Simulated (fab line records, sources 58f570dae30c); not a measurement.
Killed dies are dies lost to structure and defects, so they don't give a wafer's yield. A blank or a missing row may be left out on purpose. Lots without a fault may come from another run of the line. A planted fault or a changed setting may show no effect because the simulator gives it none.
Split-lot experiment | flow berkeley_cmos170 | 5 lots, 23 wafers read, on a route of 331 steps

THE SPLIT
At UCB170_SCREENOX_OXIDATION_01 (target thk 14.4 nm, ox time 2400 s), the setting temp_c was moved away from the recipe's 900 C on 10 of the 23 wafers read, by -1.8% to +2.5%. The other wafers ran this setting at the recipe's value.

The file shows no step between the split and the reading.

THE READING
SCREENOX_OXIDE_THK, in nm, at UCB170_SCREENOX_THK_MEAS_02. Fault-free wafers of this fab line usually give 14.36 nm, standard deviation 0.23 nm.

wafer  | tool, chamber at the split | temp_c as run, C | against the recipe | SCREENOX_OXIDE_THK, nm | against lot-mates on the recipe
L076.1 | -, -                       | 884.1            | -1.8%              | 11.67                  | no lot-mate on the recipe
L076.2 | -, -                       | 884.1            | -1.8%              | 11.76                  | no lot-mate on the recipe
L076.3 | -, -                       | 884.1            | -1.8%              | 11.83                  | no lot-mate on the recipe
L076.5 | -, -                       | 884.1            | -1.8%              | 11.85                  | no lot-mate on the recipe
L076.6 | -, -                       | 884.1            | -1.8%              | 11.90                  | no lot-mate on the recipe
L078.1 | -, -                       | 900              | recipe             | 14.82                  | -
L078.3 | -, -                       | 900              | recipe             | 14.64                  | -
L078.4 | -, -                       | 900              | recipe             | 14.71                  | -
L078.5 | -, -                       | 900              | recipe             | 14.82                  | -
L078.6 | -, -                       | 900              | recipe             | 14.77                  | -
L080.2 | -, -                       | 900              | recipe             | 14.52                  | -
L080.3 | -, -                       | 900              | recipe             | 14.55                  | -
L080.4 | -, -                       | 900              | recipe             | 14.67                  | -
L080.5 | -, -                       | 900              | recipe             | 14.35                  | -
L080.6 | -, -                       | 900              | recipe             | 14.66                  | -
L081.4 | furnace-04, 0              | 900              | recipe             | 14.45                  | -
L081.5 | furnace-04, 0              | 900              | recipe             | 14.36                  | -
L081.6 | furnace-04, 0              | 900              | recipe             | 14.39                  | -
L085.2 | -, -                       | 922.4            | +2.5%              | 17.86                  | no lot-mate on the recipe
L085.3 | -, -                       | 922.4            | +2.5%              | 17.74                  | no lot-mate on the recipe
L085.4 | -, -                       | 922.4            | +2.5%              | 17.84                  | no lot-mate on the recipe
L085.5 | -, -                       | 922.4            | +2.5%              | 17.93                  | no lot-mate on the recipe
L085.6 | -, -                       | 922.4            | +2.5%              | 17.79                  | no lot-mate on the recipe

THE FIT
A straight line over all 23 wafers: SCREENOX_OXIDE_THK changes by +1.4 nm for each +1% of temp_c; r = +1.00; the points scatter about the line by 0.2 nm.
Too few moved wafers have a lot-mate on the recipe to fit a line with each lot's own level taken away.

THE WHOLE CHAIN: every reading that the file lists as answering this split, in the file's order
step                         | what it does                       | reading                                                                               | change (the file's fit)             | r (the file's)
UCB170_SCREENOX_OXIDATION_01 | target thk 14.4 nm, ox time 2400 s | SiO2_of_SCREENOX_OXIDATION_01.thk_nm (the simulator's own value, which no gauge read) | +1.4 nm for each +1% of the setting | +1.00
UCB170_SCREENOX_THK_MEAS_02  |                                    | SCREENOX_OXIDE_THK                                                                    | +1.4 for each +1% of the setting    | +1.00

THE FILE'S OWN FIT
SCREENOX_OXIDE_THK changes by +1.4 nm for each +1% of temp_c, r = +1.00.
